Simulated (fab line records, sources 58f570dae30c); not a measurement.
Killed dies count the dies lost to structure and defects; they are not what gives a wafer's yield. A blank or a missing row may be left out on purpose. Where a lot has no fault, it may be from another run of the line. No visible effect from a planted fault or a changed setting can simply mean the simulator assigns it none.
Which tool is to blame? -- flow berkeley cmos170 -- 7 lots with 21 wafers sampled at 2 steps, on a route of 331 steps

== WHAT THE GAUGES SHOWED, per wafer ==
UCB170_M1_RS_MEAS_01: measurement is done with a four-point probe.
lot,measured,on,M1_AL_RS (ohm/sq)
L791,day 8 22:23,film metro-02,0.0487 0.0486 0.0478
L794,day 9 11:17,film metro-02,0.0488 0.0486 0.0494
L792,day 9 13:33,film metro-01,0.0490 0.0489 0.0496
L797,day 10 07:42,film metro-03,0.0474 0.0476 0.0477
L801,day 11 01:51,film metro-01,0.0480 0.0479 0.0479
L810,day 12 17:25,film metro-01,0.0478 0.0473 0.0478
L812,day 13 02:30,film metro-01,0.0483 0.0477 0.0479

== WHAT TOOL EACH LOT RAN ON (gives the tool, then ch and the chambers of the sampled wafers, and finally the start) ==
lot,UCB170_M1_SPUTTER_00
L791,"pvd sputter-03, day 8 22:19"
L794,"pvd sputter-04, day 9 11:09"
L792,"pvd sputter-04, day 9 13:29"
L797,"pvd sputter-03, day 10 07:37"
L801,"pvd sputter-03, day 11 01:46"
L810,"pvd sputter-04, day 12 17:19"
L812,"pvd sputter-03, day 13 02:25"
- UCB170_M1_SPUTTER_00: material Al, target thk 600 nm, time 80 s.

== THE ANSWER, worked out from the rows above alone ==
Rule: usual is defined by the lots themselves. The widest of any qualifying gaps counts: lots, ordered by their means at a reading, are off when they make up no more than a third of the lots, leave a main group of 4 or more, and stand apart from it by 3 or more times the standard deviation of that group's means. If all means in a main group match to the digits the tables above print for the reading, that group is not used. A lot without any number at a reading at which 4 lots or more have one is off too. All remaining lots with rows at the step are treated as sound.
No lot is off on any of the readings shown, so nothing can be concluded from this.

== WHAT THE SIMULATOR HAD PUT IN ==
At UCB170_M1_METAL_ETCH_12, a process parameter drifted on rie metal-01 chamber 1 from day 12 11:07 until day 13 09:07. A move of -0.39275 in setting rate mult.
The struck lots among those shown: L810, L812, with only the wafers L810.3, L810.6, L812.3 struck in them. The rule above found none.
